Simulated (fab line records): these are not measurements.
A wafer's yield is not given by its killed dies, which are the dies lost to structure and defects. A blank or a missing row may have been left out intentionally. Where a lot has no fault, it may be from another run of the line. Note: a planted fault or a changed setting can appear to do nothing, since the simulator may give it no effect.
Comparing a struck lot with a sound one	flow berkeley_cmos170	17 out of 331 route steps
Sound: wafers L816.2, L816.3, L816.6. Struck: wafers L828.3, L828.4, L828.5. The cause is named last.
Per side, at each step with rows, come the tool, then ch with its chambers, and then its first start. Under that, the readings that differ: sound wafers	struck wafers	difference of the means	sigmas: that difference in standard deviations of wafers without a fault.
alike: same words and numbers on both sides, and readings whose means sit less than 2 such deviations apart. not compared: any withheld reading, any reading some wafer has no value for, any bound like >300 that may hide the same value, and any number with overlapping values for which the record gives no deviation.
Wherever a step has rows on one side only, a row that says differs or no value, or a row with sigmas, the two part there. Non-overlapping numbers with no deviation appear without sigmas and do not part them. A reading missing from all wafers of one side parts the sides only when that side holds two or more wafers.

UCB170_SACOX_THK_MEAS_02:
  sound: film_metro-03 at day 6 14:12; struck: film_metro-01 at day 9 00:13
reading	sound	struck	difference	sigmas
SACOX_OXIDE_THK (nm)	14.02 13.87 13.89	14.58 14.70 14.64	+0.71	+3
then, 2 steps without rows for these wafers: UCB170_SCREENOX_WET_ETCH_00 (etches SiO2 in dHF, time 200 s); UCB170_SCREENOX_OXIDATION_01 (target thk 14.4 nm, ox time 2400 s).
UCB170_SCREENOX_THK_MEAS_02:
  sound: film_metro-03 at day 6 18:34; struck: film_metro-03 at day 9 07:16
  alike: SCREENOX_OXIDE_THK
then, 7 steps without rows for these wafers: UCB170_SCREENOX_ANNEAL_03 (time 900 s); UCB170_NVT_HMDS_00 (prime time 60 s); UCB170_NVT_COAT_01 (resist thk 900 nm); UCB170_NVT_SOFTBAKE_02 (time 60 s); UCB170_NVT_EXPOSE_03 (exposes mask PWELL, target cd 3000 nm); UCB170_NVT_PEB_04; UCB170_NVT_DEVELOP_05 (develop time 45 s).
UCB170_NVT_OVL_MEAS_06:
  sound: overlay-02 at day 6 23:26; struck: overlay-01 at day 9 16:08
  alike: NVT_OVL
UCB170_NVT_IMPLANT_07:
  sound on implanter-03 ch 0, day 6 23:29; struck on implanter-04 ch 0, day 9 16:13
reading	sound	struck	difference	sigmas
beam_energy_keV	49.990 49.982 49.983	61.043 61.014 60.995	+11.032	+99 or more
model.implant.rp_nm (nm)	37.6 37.6 37.6	43.73 43.73 43.73	+6.13	
model.implant.drp_nm (nm)	18.57 18.57 18.57	21.49 21.49 21.49	+2.92	
UCB170_NVT_STRIP_08: strips in O2.
  sound on plasma_asher-02 ch 0,1, day 6 23:37; struck on plasma_asher-02 ch 0,1, day 9 16:21
  alike: chamber_pressure_mTorr, drypump_motor_current_A, oes_product_au, strip_time_to_endpoint_s
  not compared: rf_hours_counter_h
UCB170_NVT_TW_MEAS_09:
  sound: film_metro-01 at day 6 23:44; struck: film_metro-02 at day 9 16:27
reading	sound	struck	difference	sigmas
NVT_TW	518 517 516	557 555 558	+40	+7
then, 1 step without rows for these wafers: UCB170_NVT_CLEAN_10 (cleans in SPM, time 600 s).
-- the record jumps here: 2 days lie between the struck wafers' starts before and after (it left off in module NVT and takes up again in module M3, whose first step shown is number 331 of the route) --
UCB170_M3_PROBE_99:
  sound: prober-02 at day 9 07:53; struck: prober-01 at day 12 01:17
reading	sound	struck	difference	sigmas
model.etest.nmos_0p35.swing_mv_dec	76.64 76.75 77.07	77.85 78.25 77.95	+1.20	
model.etest.nmos_0p35.body_rise_v (V)	0.3249 0.3216 0.3223	0.3506 0.349 0.3467	+0.0258	

WHERE THEY PART
Last at UCB170_NVT_TW_MEAS_09 as far as this record goes, first at UCB170_SACOX_THK_MEAS_02.

WHY: what had been put in by the simulator
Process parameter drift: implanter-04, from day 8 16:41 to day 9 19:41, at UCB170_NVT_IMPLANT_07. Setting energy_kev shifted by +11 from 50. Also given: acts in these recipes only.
